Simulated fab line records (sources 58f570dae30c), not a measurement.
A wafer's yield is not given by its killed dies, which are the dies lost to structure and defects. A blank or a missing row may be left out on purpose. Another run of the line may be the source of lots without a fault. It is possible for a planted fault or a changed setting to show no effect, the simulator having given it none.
Matching of chambers ; flow berkeley-cmos170 ; UCB170_PSD_CLEAN_11 on wet-bench-02: 3 sister chambers
The step cleans in SPM, time 600 s. 6 wafers are shown with their chamber, then 7 later ones without.

== EACH WAFER AND ITS CHAMBER ==
wafer;chamber;bath-guard-temp-C (C);bath-heat-duty-pct (%)
L113.5;1;121.4;12.4
L113.6;1;121.4;12.8
L116.4;0;119.7;12.3
L116.6;0;119.9;11.3
L117.2;3;120.6;13.3
L117.4;3;120.4;12.7

== WAFERS WITHOUT THEIR CHAMBER ==
wafer;bath-guard-temp-C (C);bath-heat-duty-pct (%)
L117.5;120.4;12.6
L125.1;119.6;11.7
L125.3;119.7;11.2
L125.4;119.7;11.5
L126.2;120.4;12.6
L126.3;120.6;12.6
L126.6;120.8;12.8

== THE CHAMBER EACH PASSED THROUGH ==
wafer;from the rows above;in truth
L117.5;3;3
L125.1;0;0
L125.3;0;0
L125.4;0;0
L126.2;3;3
L126.3;3;3
L126.6;3;3
Correct placement for 7 of the 7. Left unplaced by these rows: 0. 0 placed wrongly.
How it was worked out, from the rows above alone: a wafer's distance from a chamber is the root of the sum, over the readings, of the square of ((its reading less the chamber's mean) divided by the reading's scatter). If the next closest chamber is less than 2 further off than the closest, the wafer can't be placed; otherwise it belongs to the closest. A chamber's mean is the mean of its shown wafers. The scatter: the root of (the sum of the squares of (reading less its chamber's mean) over the shown wafers, divided by (wafers less chambers)).
